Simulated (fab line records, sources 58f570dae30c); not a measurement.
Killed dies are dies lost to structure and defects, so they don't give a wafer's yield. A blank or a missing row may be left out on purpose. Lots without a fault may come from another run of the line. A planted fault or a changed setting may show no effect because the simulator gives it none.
Which tool did it? | flow berkeley_cmos170 | 13 lots, 39 wafers sampled, at 6 steps of a route of 331

WHAT THE GAUGES READ, wafer by wafer
UCB170_NWELL_THK_MEAS_05. Usual: NWELL_NITRIDE_THK 224.3 nm, standard deviation 2.
lot  | measured    | on            | NWELL_NITRIDE_THK (nm) | flag
L721 | day 2 05:46 | film_metro-01 | 228.4 229.3 228.9      |
L722 | day 2 15:53 | film_metro-04 | 223.7 224.3 227.6      |
L723 | day 2 21:20 | film_metro-04 | 223.9 225.2 223.8      |
L724 | day 2 21:21 | film_metro-02 | 223.0 224.8 225.4      |
L725 | day 3 05:47 | film_metro-02 | 225.1 224.3 225.1      |
L726 | day 3 05:47 | film_metro-04 | 225.1 226.1 224.6      |
L727 | day 3 08:26 | film_metro-02 | 227.1 227.0 224.5      |
L728 | day 3 15:26 | film_metro-01 | 225.7 225.5 224.4      |
L730 | day 3 22:49 | film_metro-02 | 225.6 225.7 225.1      |
L733 | day 4 11:37 | film_metro-01 | 191.6 189.3 189.9      | OFF
L737 | day 5 11:01 | film_metro-01 | 224.7 221.6 223.0      |
L738 | day 5 15:05 | film_metro-04 | 220.6 220.7 221.1      |
L741 | day 6 08:16 | film_metro-01 | 222.2 221.2 222.9      |

UCB170_PWELL_TW_MEAS_17. Usual: PWELL_TW 379.4, standard deviation 2.9.
lot  | measured    | on            | PWELL_TW          | flag
L721 | day 3 05:13 | film_metro-03 | 382.5 384.6 383.3 |
L722 | day 3 11:40 | film_metro-01 | 382.1 381.3 381.7 |
L723 | day 3 14:23 | film_metro-04 | 376.9 377.4 375.0 |
L724 | day 3 14:08 | film_metro-01 | 378.6 379.5 380.8 |
L725 | day 4 01:11 | film_metro-03 | 382.2 383.6 383.1 |
L726 | day 4 01:29 | film_metro-04 | 375.5 374.9 377.5 |
L727 | day 4 00:56 | film_metro-04 | 376.9 377.7 377.1 |
L728 | day 4 08:31 | film_metro-04 | 376.8 376.5 376.7 |
L730 | day 4 20:22 | film_metro-04 | 377.0 375.8 374.9 |
L733 | day 5 07:49 | film_metro-01 | 379.6 381.5 379.9 |
L737 | day 6 02:50 | film_metro-03 | 382.2 382.7 379.4 |
L738 | day 6 10:16 | film_metro-03 | 382.3 381.7 381.0 |
L741 | day 7 05:11 | film_metro-03 | 383.3 380.5 383.0 |

UCB170_ACTIVE_THK_MEAS_06. Usual: ACTIVE_NITRIDE_THK 220.1 nm, standard deviation 2.4.
lot  | measured    | on            | ACTIVE_NITRIDE_THK (nm) | flag
L721 | day 4 03:44 | film_metro-03 | 215.7 215.9 216.3       |
L722 | day 4 15:28 | film_metro-01 | 219.1 220.7 220.9       |
L723 | day 4 15:27 | film_metro-02 | 217.4 217.0 216.0       |
L724 | day 4 15:28 | film_metro-03 | 217.1 218.4 220.0       |
L725 | day 5 01:28 | film_metro-02 | 218.7 219.0 218.8       |
L726 | day 5 11:09 | film_metro-01 | 224.5 224.4 224.6       |
L727 | day 5 01:29 | film_metro-03 | 217.1 217.4 217.2       |
L728 | day 5 11:09 | film_metro-02 | 218.7 220.4 219.5       |
L730 | day 5 20:10 | film_metro-03 | 218.8 218.9 220.2       |
L733 | day 6 05:05 | film_metro-01 | 221.3 218.2 220.3       |
L737 | day 7 08:29 | film_metro-01 | 222.7 221.9 223.8       |
L738 | day 7 15:25 | film_metro-02 | 225.2 222.8 222.4       |
L741 | day 8 07:10 | film_metro-03 | 222.6 223.2 223.2       |

UCB170_PFIELD_TW_MEAS_09. Usual: PFIELD_TW 602, standard deviation 3.9.
lot  | measured    | on            | PFIELD_TW   | flag
L721 | day 4 08:10 | film_metro-04 | 597 595 599 |
L722 | day 4 18:26 | film_metro-02 | 605 603 604 |
L723 | day 4 19:08 | film_metro-04 | 596 601 596 |
L724 | day 4 18:58 | film_metro-01 | 604 606 604 |
L725 | day 5 06:16 | film_metro-02 | 605 607 604 |
L726 | day 5 14:16 | film_metro-04 | 599 600 598 |
L727 | day 5 06:34 | film_metro-04 | 595 598 599 |
L728 | day 5 14:37 | film_metro-02 | 610 609 608 |
L730 | day 6 00:39 | film_metro-02 | 608 607 608 |
L733 | day 6 11:46 | film_metro-04 | 600 599 597 |
L737 | day 7 11:55 | film_metro-01 | 601 603 603 |
L738 | day 7 19:07 | film_metro-01 | 601 604 602 |
L741 | day 8 12:46 | film_metro-01 | 604 602 605 |

WHICH TOOL RAN EACH LOT (tool, then ch and the chambers of the sampled wafers, then the start)
lot  | UCB170_NWELL_CVD_04        | UCB170_NWELL_ETCH_13
L721 | lpcvd-01 ch 1, day 2 03:50 | rie_diel-02 ch 1,2,3, day 2 07:02
L722 | lpcvd-02 ch 0, day 2 12:58 | rie_diel-04 ch 0,2, day 2 17:28
L723 | lpcvd-01 ch 1, day 2 19:24 | rie_diel-01 ch 1,3, day 2 22:49
L724 | lpcvd-01 ch 1, day 2 19:24 | rie_diel-04 ch 0,1,2, day 2 22:32
L725 | lpcvd-01 ch 0, day 3 02:53 | rie_diel-02 ch 0,2,3, day 3 06:53
L726 | lpcvd-01 ch 1, day 3 02:53 | rie_diel-04 ch 2,3, day 3 07:02
L727 | lpcvd-02 ch 1, day 3 06:28 | rie_diel-02 ch 0,1, day 3 09:20
L728 | lpcvd-02 ch 0, day 3 13:30 | rie_diel-04 ch 0,2,3, day 3 16:24
L730 | lpcvd-02 ch 1, day 3 20:51 | rie_diel-01 ch 0,1,2, day 4 01:07
L733 | lpcvd-02 ch 0, day 4 09:40 | rie_diel-02 ch 0,1,3, day 4 13:19
L737 | lpcvd-01 ch 0, day 5 09:05 | rie_diel-02 ch 1,2,3, day 5 12:35
L738 | lpcvd-01 ch 1, day 5 13:08 | rie_diel-01 ch 0,1,2, day 5 16:29
L741 | lpcvd-01 ch 0, day 6 06:18 | rie_diel-01 ch 0,1, day 6 10:13
- UCB170_NWELL_CVD_04: deposits Si3N4 from SiH2Cl2/NH3, target thk 224 nm, time 3360 s.
- UCB170_NWELL_ETCH_13: etches Si3N4 in CH3F/Ar/O2, stops on SiO2, target depth 246.4 nm, time 154 s.

WHAT THE TOOLS THEMSELVES READ (means of the sampled wafers that have a number; where no wafer has one, the mark that the record gives instead)
UCB170_NWELL_CVD_04. Usual: nh3_flow_sccm 75.07 sccm, standard deviation 0.19; zone_power_centre_pct 38 %, standard deviation 3.2; zone_power_source_pct 21.8 %, standard deviation 1.9.
lot  | tool     | nh3_flow_sccm (sccm) | zone_power_centre_pct (%) | zone_power_source_pct (%) | flag
L721 | lpcvd-01 | 75.19                | 40                        | 20.1                      |
L722 | lpcvd-02 | 75.11                | 34                        | 20.3                      |
L723 | lpcvd-01 | 75.04                | 40                        | 20.0                      |
L724 | lpcvd-01 | 74.93                | 40                        | 20.1                      |
L725 | lpcvd-01 | 75.16                | 34                        | 21.5                      |
L726 | lpcvd-01 | 75.12                | 39                        | 20.2                      |
L727 | lpcvd-02 | 74.88                | 41                        | 24.4                      |
L728 | lpcvd-02 | 74.77                | 34                        | 20.2                      |
L730 | lpcvd-02 | 75.08                | 42                        | 24.4                      |
L733 | lpcvd-02 | 60.13                | 34                        | 20.3                      | OFF
L737 | lpcvd-01 | 74.97                | 34                        | 21.5                      |
L738 | lpcvd-01 | 75.34                | 40                        | 20.0                      |
L741 | lpcvd-01 | 75.21                | 34                        | 21.4                      |

UCB170_NWELL_ETCH_13. Usual: drypump_motor_current_A 5.6 A, standard deviation 0.39; oes_product_au 0.943 a.u., standard deviation 0.011; throttle_valve_pct 8.07 %, standard deviation 0.12.
lot  | tool        | drypump_motor_current_A (A) | oes_product_au (a.u.) | throttle_valve_pct (%) | flag
L721 | rie_diel-02 | 5.4                         | 0.956                 | 8.12                   |
L722 | rie_diel-04 | 6.0                         | 0.946                 | 7.96                   |
L723 | rie_diel-01 | 5.6                         | 0.946                 | 8.03                   |
L724 | rie_diel-04 | 5.7                         | 0.937                 | 7.93                   |
L725 | rie_diel-02 | 5.6                         | 0.947                 | 8.12                   |
L726 | rie_diel-04 | 5.9                         | 0.939                 | 8.12                   |
L727 | rie_diel-02 | 5.4                         | 0.947                 | 8.06                   |
L728 | rie_diel-04 | 5.9                         | 0.950                 | 8.01                   |
L730 | rie_diel-01 | 5.6                         | 0.945                 | 8.17                   |
L733 | rie_diel-02 | 5.6                         | 0.855                 | 8.09                   | OFF
L737 | rie_diel-02 | 5.4                         | 0.944                 | 8.12                   |
L738 | rie_diel-01 | 5.5                         | 0.928                 | 8.16                   |
L741 | rie_diel-01 | 5.2                         | 0.938                 | 8.11                   |

THE ANSWER, worked out from the rows above alone
Rule: a lot is off if the mean of its wafers that have a number lies more than 3 standard deviations from the usual mean. A lot without any number at a reading at which 4 lots or more have one is off too. The other lots that the step has rows for count as sound. The gauges are gone through in route order, then the tools' own readings, and for those a lot's mean is taken as printed above. The first step at which some lot is off is used, and at that step the reading that is off furthest; a lot without a number counts as furthest.
Off: L733, at UCB170_NWELL_THK_MEAS_05 (NWELL_NITRIDE_THK).
A tool fits if, at a process step before that reading, it ran every lot that is off, and no sound lot after the first of them. The gauges at UCB170_NWELL_THK_MEAS_05 aren't tried: what is off there is off at UCB170_NWELL_CVD_04 too, on other tools, and a gauge's error can't cause that. One fits: lpcvd-02 at UCB170_NWELL_CVD_04. Its last sound lot is L730 (day 3 20:51), its first lot that is off L733 (day 4 09:40): a fault that began between those two fits.
The tool's own readings at UCB170_NWELL_CVD_04 bear it out: on the lots that are off they differ by more than 5 times the standard deviation of the sound lots' means. nh3_flow_sccm reads 60.13 sccm there against 75.07 sccm on the sound lots.

WHAT THE SIMULATOR HAD PUT IN
Process parameter drift: lpcvd-02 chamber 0, from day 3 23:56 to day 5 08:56, at UCB170_NWELL_CVD_04. Setting nh3_flow_sccm, moved by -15, from 75. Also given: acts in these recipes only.
Lots struck among those shown: L733. The rule above found the same.
